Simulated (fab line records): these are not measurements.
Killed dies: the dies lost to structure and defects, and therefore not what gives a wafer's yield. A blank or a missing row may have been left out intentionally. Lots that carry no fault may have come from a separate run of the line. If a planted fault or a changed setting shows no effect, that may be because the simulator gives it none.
Problem report, 8D (eight disciplines) form, completed by code ; flow berkeley cmos170 ; the parts of the form that need people (team, actions taken, sign-off) are left out

1. THE ISSUE
edge zone pressure frac at UCB170_V1_CMP_02 reads a mean of 1.177 on 6 wafers of 2 lots; wafers without a fault read 1.001 with a standard deviation of 0.0043. Relative to the usual mean, that is a shift of +41 standard deviations.
The step: polishes SiO2.
First observed at day 11 01:15: wafer L703.4, on cmp-01. At this step, 36 wafers from 12 lots have a number in the record. By rule, "out" or "out of limits" means more than 4 standard deviations away from the usual mean. Any other wafer with a number is counted as sound.

2. WHAT IT IS; WHAT IT IS NOT
question;is;is not
which readings at this step;edge zone pressure frac;motor current A
which lots;L702, L703;L692, L693, L694, L695, L696, L697, L698, L699, L711, L715
which wafers of those lots;all that have a number;-
read on which tools;cmp-01;cmp-02
when;from day 11 01:15;"up to then (24 sound wafers); but 6 sound wafers of L711, L715 came after"

3. THE SUSPECTS, EACH WITH WHAT RULES IT OUT
Counting: a tool at any process step up to the reading remains a suspect when it ran all the lots that are out and ran no sound lot after the first of those.
- cmp-01 at UCB170_V1_CMP_02 (polishes SiO2): kept. All lots that are out passed through it, beginning with L703 at day 11 01:15, and no sound lot followed; its final sound lot before that point was L699 at day 9 20:03. On those wafers its own readings are out: edge zone pressure frac.
The count leaves cmp-01 at UCB170_V1_CMP_02.

4. THE CAUSE (what the simulator had put in)
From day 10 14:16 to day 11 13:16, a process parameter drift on cmp-01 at UCB170_V1_CMP_02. edge zone pressure frac setting shifted by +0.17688.
The count eliminated every tool but this one.

5. SEQUENCE OF EFFECTS, ordered by route
One row per reading whose mean, taken over the struck wafers that have a number, lies over 3 standard deviations from the usual. Readings are gone through only where the record gives a usual standard deviation; hours: the median, over the lots, of the time from a lot's start at the first step in this table giving one to that lot's start at this step; sigmas: the change measured in usual standard deviations.
hours;step;reading;usual;on struck wafers;change;sigmas
0;UCB170_V1_CMP_02;edge zone pressure frac;1.001;1.177;+0.176;+41
Its process steps:
- UCB170_V1_CMP_02: polishes SiO2.
Later steps that measure or inspect, where all struck wafers having a row at the step show a number for every such reading and not one has moved that far: UCB170_V2_BOW_MEAS_03.

6. HOW IT WOULD HAVE BEEN CAUGHT EARLIER
First out-of-limits reading in this record: day 11 01:15, which is 11 hours after fault onset at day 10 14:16.
